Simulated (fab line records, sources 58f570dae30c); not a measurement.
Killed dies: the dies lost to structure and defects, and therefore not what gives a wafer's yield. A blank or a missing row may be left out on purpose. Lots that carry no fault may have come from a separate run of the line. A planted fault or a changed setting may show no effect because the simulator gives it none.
One fault through the eyes of 2 desks | flow berkeleyCmos170 | only its own numbers are on each desk; what lay behind them is given at the end

## FOR THE TOOL OWNER'S DESK: rieMetal-01
The tool's own readings at UCB170_M2_METAL_ETCH_18 (etches Al in Cl2/BCl3, stops on SiO2, target depth 1170 nm, time 195 s): means of the sampled wafers that have a number, for each lot that ran on this tool. Any lot whose mean is over 4 standard deviations away from the usual mean is out of limits and marked OUT; that distance is given in the brackets.
Columns: A = drypumpMotorCurrentA at UCB170_M2_METAL_ETCH_18, usual 5.41 A; B = oesProductAu at UCB170_M2_METAL_ETCH_18, usual 0.858 a.u.; C = runLengthS at UCB170_M2_METAL_ETCH_18, usual 223.5 s; D = throttleValvePct at UCB170_M2_METAL_ETCH_18, usual 24.38 %
lot  | first seen here | A    | B                | C                       | D
L976 | day 9 02:20     | 5.47 | 0.870            | 223.2                   | 24.47
L979 | day 9 21:46     | 5.41 | 0.861            | 223.9                   | 24.33
L978 | day 10 00:22    | 5.43 | 0.867            | 224.2                   | 24.34
L985 | day 10 17:36    | 5.45 | 1.000 (+8.3) OUT | 136.0 (-99 or more) OUT | 24.34
This desk's finding: out of limits on L985; first on L985, day 10 17:36 (oesProductAu at UCB170_M2_METAL_ETCH_18). Within limits: L976, L979, L978.

## THE METROLOGY DESK
Means of the sampled wafers that have a number, per lot and without regard to the tool the lot ran on: this is what the gauges read. Any lot whose mean is over 4 standard deviations away from the usual mean is out of limits and marked OUT; that distance is given in the brackets.
Columns: A = SILICIDE_TI_THK at UCB170_SILICIDE_THK_MEAS_03, usual 29.8 nm; B = cdNm at UCB170_M2_CD_MEAS_90, usual 700.0 nm; C = M3_AL_THK at UCB170_M3_THK_MEAS_03, usual 897 nm
lot  | first seen here | A    | B                | C
L976 | day 8 06:56     | 30.8 | 700.7            | 913
L975 | day 8 07:28     | 30.3 | 701.2            | 918
L977 | day 8 23:04     | 30.4 | 695.6            | 893
L979 | day 8 23:22     | 29.4 | 699.7            | 905
L978 | day 9 00:28     | 29.5 | 702.6            | 896
L986 | day 9 22:36     | 29.5 | 699.3            | 897
L985 | day 9 23:16     | 29.5 | 720.5 (+8.2) OUT | -
L988 | day 10 06:43    | 29.2 | 701.7            | 894
L990 | day 11 03:05    | 29.8 | 700.1            | 887
L989 | day 11 03:20    | 29.7 | 699.6            | 886
L992 | day 11 03:28    | 29.8 | 699.4            | 886
L996 | day 12 05:19    | 30.5 | 701.1            | 881
L997 | day 12 13:56    | 29.6 | 698.3            | 890
This desk's finding: out of limits on L985; first on L985, day 10 17:52 (cdNm at UCB170_M2_CD_MEAS_90). Within limits: L976, L975, L977, L979, L978, L986, L988, L990, L989, L992, L996, L997.

## ALL TOGETHER
On L985, at day 10 17:36, an alarm was possible from the tool owner's desk.
L985 would have let the metrology desk raise an alarm at day 10 17:52.
On rieMetal-01, each named lot ran UCB170_M2_METAL_ETCH_18.

## WHAT THE SIMULATOR HAD INSERTED
Process parameters drifting: rieMetal-01 at UCB170_M2_METAL_ETCH_18, beginning at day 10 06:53. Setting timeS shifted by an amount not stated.
Shown lots that were struck: L985.
Fault start to first reading out of limits, in hours, per desk: tool owner, 11; metrology, 11.
